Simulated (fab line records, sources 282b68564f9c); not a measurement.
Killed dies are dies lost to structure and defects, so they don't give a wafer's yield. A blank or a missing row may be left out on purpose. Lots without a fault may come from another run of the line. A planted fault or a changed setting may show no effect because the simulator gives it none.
Which tool did it? | flow rit_cmos | 7 lots, 21 wafers sampled, at 2 steps of a route of 202

WHAT THE GAUGES READ, wafer by wafer
RIT_NWELL_TW_MEAS_10.
lot  | measured    | on            | NWELL_TW
L736 | day 2 03:10 | film_metro-03 | 2128 2128 2135
L739 | day 2 18:26 | film_metro-03 | 2141 2131 2138
L743 | day 3 12:53 | film_metro-03 | 2129 2144 2127
L745 | day 3 23:16 | film_metro-04 | 2234 2233 2231
L753 | day 5 14:46 | film_metro-04 | 2160 2154 2147
L755 | day 6 01:35 | film_metro-02 | 2141 2132 2132
L757 | day 6 10:57 | film_metro-04 | 2149 2159 2147

WHICH TOOL RAN EACH LOT (tool, then ch and the chambers of the sampled wafers, then the start)
lot  | RIT_NWELL_IMPLANT_08
L736 | implanter-04 ch 0, day 2 02:52
L739 | implanter-02 ch 0, day 2 18:07
L743 | implanter-03 ch 0, day 3 12:34
L745 | implanter-02 ch 0, day 3 22:55
L753 | implanter-03 ch 0, day 5 14:27
L755 | implanter-03 ch 0, day 6 01:17
L757 | implanter-03 ch 0, day 6 10:37
- RIT_NWELL_IMPLANT_08

THE ANSWER, worked out from the rows above alone
Rule: what is usual is taken from the lots themselves. Put in order of their means at a reading, lots are off if they are a third of the lots or fewer, leave a main group of 4 or more, and stand apart from it by a gap of 3 or more times the standard deviation of the main group's means; of several such gaps the widest counts. A main group whose means are all the same, to the digits that the tables above print for the reading, isn't used. A lot without any number at a reading at which 4 lots or more have one is off too. The other lots that the step has rows for count as sound.
Off: L745, at RIT_NWELL_TW_MEAS_10 (NWELL_TW). The main group: mean 2140, standard deviation 9.1.
A tool fits if, at a process step before that reading, it ran every lot that is off, and no sound lot after the first of them. The gauges at RIT_NWELL_TW_MEAS_10 are tried like those tools. One fits: implanter-02 at RIT_NWELL_IMPLANT_08. Its last sound lot is L739 (day 2 18:07), its first lot that is off L745 (day 3 22:55): a fault that began between those two fits.

WHAT THE SIMULATOR HAD PUT IN
Process parameter drift: implanter-02, from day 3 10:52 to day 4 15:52, at RIT_NWELL_IMPLANT_08. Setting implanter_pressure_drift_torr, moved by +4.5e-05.
Process parameter drift: implanter-02, from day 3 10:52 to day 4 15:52, at RIT_NWELL_IMPLANT_08. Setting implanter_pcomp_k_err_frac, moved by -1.
Lots struck among those shown: L745. The rule above found the same.
